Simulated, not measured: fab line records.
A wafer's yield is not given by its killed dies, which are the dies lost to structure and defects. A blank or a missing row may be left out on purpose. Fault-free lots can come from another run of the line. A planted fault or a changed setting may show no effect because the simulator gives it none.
Which tool did it? || flow berkeleyCmos170 || 33 wafers from 11 lots sampled at 3 of the route's 331 steps

== WHAT EACH GAUGE READ, for each wafer ==
UCB170_M3_RS_MEAS_02: the measuring method here is four-point-probe.
{"lot": "L944", "measured": "day 7 07:53", "on": "filmMetro-04", "M3_AL_RS (ohm/sq)": "0.0324 0.0324 0.0322"}
{"lot": "L945", "measured": "day 7 19:12", "on": "filmMetro-04", "M3_AL_RS (ohm/sq)": "0.0319 0.0322 0.0320"}
{"lot": "L946", "measured": "day 7 18:10", "on": "filmMetro-03", "M3_AL_RS (ohm/sq)": "0.0321 0.0321 0.0326"}
{"lot": "L947", "measured": "day 8 00:01", "on": "filmMetro-04", "M3_AL_RS (ohm/sq)": "0.0320 0.0321 0.0321"}
{"lot": "L948", "measured": "day 7 19:38", "on": "filmMetro-02", "M3_AL_RS (ohm/sq)": "0.0326 0.0323 0.0323"}
{"lot": "L949", "measured": "day 7 23:43", "on": "filmMetro-02", "M3_AL_RS (ohm/sq)": "0.0319 0.0324 0.0319"}
{"lot": "L952", "measured": "day 9 16:10", "on": "filmMetro-02", "M3_AL_RS (ohm/sq)": "0.0326 0.0322 0.0326"}
{"lot": "L953", "measured": "day 9 14:28", "on": "filmMetro-02", "M3_AL_RS (ohm/sq)": "0.0321 0.0323 0.0315"}
{"lot": "L965", "measured": "day 12 13:03", "on": "filmMetro-02", "M3_AL_RS (ohm/sq)": "0.0320 0.0325 0.0319"}
{"lot": "L966", "measured": "day 12 11:59", "on": "filmMetro-03", "M3_AL_RS (ohm/sq)": "0.0324 0.0320 0.0321"}
{"lot": "L967", "measured": "day 13 13:02", "on": "filmMetro-03", "M3_AL_RS (ohm/sq)": "0.0321 0.0321 0.0318"}

== WHAT TOOL EACH LOT RAN ON (gives the tool, then ch and the chambers of the sampled wafers, and finally the start) ==
{"lot": "L944", "UCB170_GATE_CVD_04": "lpcvd-01 ch 0, day 5 22:15", "UCB170_V2_CMP_02": "cmp-02 ch 0,1,2, day 7 05:28"}
{"lot": "L945", "UCB170_GATE_CVD_04": "lpcvd-02 ch 1, day 6 05:08", "UCB170_V2_CMP_02": "cmp-01 ch 1,3, day 7 16:47"}
{"lot": "L946", "UCB170_GATE_CVD_04": "lpcvd-02 ch 1, day 6 05:08", "UCB170_V2_CMP_02": "cmp-01 ch 0,2,3, day 7 15:53"}
{"lot": "L947", "UCB170_GATE_CVD_04": "lpcvd-02 ch 1, day 6 09:10", "UCB170_V2_CMP_02": "cmp-01 ch 0,2,3, day 7 21:44"}
{"lot": "L948", "UCB170_GATE_CVD_04": "lpcvd-02 ch 1, day 6 09:10", "UCB170_V2_CMP_02": "cmp-01 ch 0,2,3, day 7 17:05"}
{"lot": "L949", "UCB170_GATE_CVD_04": "lpcvd-02 ch 1, day 6 09:10", "UCB170_V2_CMP_02": "cmp-02 ch 0,2,3, day 7 21:34"}
{"lot": "L952", "UCB170_GATE_CVD_04": "lpcvd-01 ch 1, day 7 23:39", "UCB170_V2_CMP_02": "cmp-01 ch 0,1,3, day 9 12:53"}
{"lot": "L953", "UCB170_GATE_CVD_04": "lpcvd-01 ch 1, day 7 23:39", "UCB170_V2_CMP_02": "cmp-02 ch 0,1, day 9 12:19"}
{"lot": "L965", "UCB170_GATE_CVD_04": "lpcvd-02 ch 0, day 10 18:49", "UCB170_V2_CMP_02": "cmp-02 ch 0,1, day 12 09:54"}
{"lot": "L966", "UCB170_GATE_CVD_04": "lpcvd-02 ch 1, day 10 18:49", "UCB170_V2_CMP_02": "cmp-02 ch 0,1,3, day 12 09:38"}
{"lot": "L967", "UCB170_GATE_CVD_04": "lpcvd-01 ch 1, day 11 17:25", "UCB170_V2_CMP_02": "cmp-02 ch 1,2, day 13 10:05"}
- UCB170_GATE_CVD_04: deposits poly-Si from SiH4, time 1440 s, target thk 214 nm.
- UCB170_V2_CMP_02: polishes SiO2.

== THE ANSWER, worked out from the rows above alone ==
Rule: usual is defined by the lots themselves. The widest of any qualifying gaps counts: lots, ordered by their means at a reading, are off when they make up no more than a third of the lots, leave a main group of 4 or more, and stand apart from it by 3 or more times the standard deviation of that group's means. The tables above print the reading to a certain number of digits; a main group whose means all agree to those digits is not used. Also off: a lot with no number at a reading for which 4 or more lots have one. All remaining lots with rows at the step are treated as sound.
Across all readings shown, no lot is off: no conclusion can be drawn from this.

== WHAT HAD BEEN PUT IN BY THE SIMULATOR ==
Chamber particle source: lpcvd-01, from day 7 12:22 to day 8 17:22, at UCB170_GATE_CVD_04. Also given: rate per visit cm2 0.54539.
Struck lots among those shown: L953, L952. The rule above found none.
